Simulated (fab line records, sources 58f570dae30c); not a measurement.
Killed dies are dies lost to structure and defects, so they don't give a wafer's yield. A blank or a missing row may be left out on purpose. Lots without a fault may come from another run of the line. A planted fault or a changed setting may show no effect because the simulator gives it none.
A struck lot beside a sound one | flow berkeley_cmos170 | 14 steps out of a route of 331
Sound: wafers L111.1, L111.2, L111.5. Struck: wafers L121.3, L121.4, L121.6. The cause comes at the end.
At each step with rows: each side's tool, then ch and its chambers, then its first start. Under that, the readings that differ: sound wafers | struck wafers | difference of the means | sigmas: that difference in standard deviations of wafers without a fault.
alike: readings whose means differ by less than 2 such deviations, and words and numbers that are the same on both sides. not compared: withheld readings, readings that some wafer has no value for, bounds like >300 that may hide the same value, and numbers for which the record gives no deviation and whose values overlap.
The two part at a step that has a row with sigmas, a row that says differs or no value, or rows on one side only. Numbers that don't overlap but have no deviation are shown without sigmas and don't part them. A reading that every wafer of one side lacks parts them only if that side has two wafers or more.

UCB170_PVT_TW_MEAS_09:
  sound on film_metro-02, day 6 22:08; struck on film_metro-03, day 8 20:43
  alike: PVT_TW
then, 1 step without rows for these wafers: UCB170_GATE_WET_ETCH_00 (etches SiO2 in dHF, time 200 s).
UCB170_FIELD_THK_MEAS_91:
  sound on film_metro-02, day 6 22:18; struck on film_metro-02, day 8 20:50
  reading                     | sound       | struck      | difference | sigmas
  FIELD_OXIDE_LEFT_2_THK (nm) | 367 361 363 | 337 334 337 | -28        | -2
then, 1 step without rows for these wafers: UCB170_GATE_OXIDATION_01 (target thk 6.6 nm, ox time 1800 s).
UCB170_GATE_THK_MEAS_02:
  sound on film_metro-03, day 7 04:51; struck on film_metro-03, day 9 03:23
  alike: GATE_OXIDE_THK
then, 2 steps without rows for these wafers: UCB170_GATE_ANNEAL_03 (time 1800 s); UCB170_GATE_CVD_04 (deposits poly-Si from SiH4, time 1440 s, target thk 214 nm).
UCB170_GATE_THK_MEAS_05:
  sound on film_metro-01, day 7 12:16; struck on film_metro-01, day 9 12:14
  alike: GATE_POLY_THK
then, 4 steps without rows for these wafers: UCB170_GATE_COAT_06; UCB170_GATE_COAT_07 (resist thk 900 nm); UCB170_GATE_SOFTBAKE_08 (time 60 s); UCB170_GATE_EXPOSE_09 (exposes mask POLY, target cd 350 nm).
UCB170_GATE_PEB_10:
  sound on litho_track-01 ch 0, day 7 13:08; struck on litho_track-03, day 9 13:19
  no value came back on the struck wafers for chill_plate_temp_C (C), exhaust_pa (Pa); on the sound wafers chill_plate_temp_C (C) reads 22.98 23.07 23.03
then, 1 step without rows for these wafers: UCB170_GATE_DEVELOP_11 (develop time 45 s).

WHERE THEY PART
First at UCB170_FIELD_THK_MEAS_91; last, within this record, at UCB170_GATE_PEB_10.

WHY: what the simulator had put in
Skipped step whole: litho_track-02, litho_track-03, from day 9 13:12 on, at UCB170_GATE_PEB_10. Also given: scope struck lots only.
